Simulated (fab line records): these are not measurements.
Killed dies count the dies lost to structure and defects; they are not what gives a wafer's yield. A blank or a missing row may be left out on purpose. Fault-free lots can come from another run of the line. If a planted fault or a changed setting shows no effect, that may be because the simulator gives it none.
Split-lot trial -- flow rit cmos -- 23 wafers read across 5 lots, on a route 202 steps long

ABOUT THE SPLIT
At RIT_PLDD_IMPLANT_08, the setting energy kev was moved away from the recipe's 20 on 6 of the 23 wafers read, by +2.3% to +4.0%. The other wafers ran this setting at the recipe's value.

The reading is taken at the split's own step.

THE READING
In nm, at RIT_PLDD_IMPLANT_08: implant.drp nm, which is the simulator's own figure and was read by no gauge. The file gives no usual value for it.

wafer,"tool, chamber at the split",energy kev as run,against the recipe,"implant.drp nm, nm",against lot-mates on the recipe
L077.2,"implanter-02, 0",20,recipe,9.752,-
L077.4,"implanter-02, 0",20,recipe,9.752,-
L077.5,"implanter-02, 0",20,recipe,9.752,-
L078.1,"implanter-03, 0",20,recipe,9.752,-
L078.5,"implanter-03, 0",20,recipe,9.752,-
L078.3,"implanter-03, 0",20.81,+4.0%,10.03,+0.278
L078.4,"implanter-03, 0",20.81,+4.0%,10.03,+0.278
L078.6,"implanter-03, 0",20.81,+4.0%,10.03,+0.278
L079.1,"implanter-02, 0",20,recipe,9.752,-
L079.2,"implanter-02, 0",20,recipe,9.752,-
L079.3,"implanter-02, 0",20,recipe,9.752,-
L079.5,"implanter-02, 0",20,recipe,9.752,-
L079.6,"implanter-02, 0",20,recipe,9.752,-
L080.1,"implanter-03, 0",20.47,+2.3%,9.912,+0.160
L080.2,"implanter-03, 0",20.47,+2.3%,9.912,+0.160
L080.5,"implanter-03, 0",20.47,+2.3%,9.912,+0.160
L080.3,"implanter-03, 0",20,recipe,9.752,-
L080.6,"implanter-03, 0",20,recipe,9.752,-
L084.1,"implanter-03, 0",20,recipe,9.752,-
L084.2,"implanter-03, 0",20,recipe,9.752,-
L084.3,"implanter-03, 0",20,recipe,9.752,-
L084.4,"implanter-03, 0",20,recipe,9.752,-
L084.5,"implanter-03, 0",20,recipe,9.752,-

FIT RESULTS
A straight line over all 23 wafers: implant.drp nm changes by +0.0685 nm for each +1% of energy kev; r = +1.00; the points scatter about the line by 0.00042 nm.
The same after taking each lot's own level away (the mean of its wafers on the recipe; 23 wafers): +0.0685 nm for each +1%; r = +1.00; scatter 0.00042 nm.
According to that fit, moving energy kev by its largest amount changes the reading by 0.28 nm.
The lots' own levels span 9.7520 to 9.7520 nm.
The two slopes are in agreement: the lot-to-lot level therefore moves the slope only a little.
Check: +0.277 nm against its lot-mates is what the line predicts for one of the wafers moved furthest among these (+4.0%) when that wafer is left out of the fit. It came out at +0.278 nm against them.

ADDITIONAL SPLITS CARRIED BY THESE WAFERS
Other splits were also applied to these wafers ahead of the reading. Each is held against what the fit with the lots' levels taken away leaves over:
other split on the same wafers,wafers away from the commonest value,r with implant.drp nm (lot level and that fit taken away)
RIT_ACTIVE_OXIDATION_01 ox time s,18,+0.11
RIT_FOX1_OXIDATION_00 temp c,15,-0.01
RIT_NWELL_IMPLANT_08 dose cm2,12,-0.14
RIT_PWELL_COAT_01 spin rpm,9,-0.02
RIT_PRETRO_SOFTBAKE_02 temp c,8,-0.03
RIT_GATE_SOFTBAKE_12 temp c,7,+0.22
RIT_NLDD_IMPLANT_08 dose cm2,4,+0.08

THE FILE'S OWN FIT
implant.drp nm changes by +0.0681 nm for each +1% of energy kev, r = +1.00.
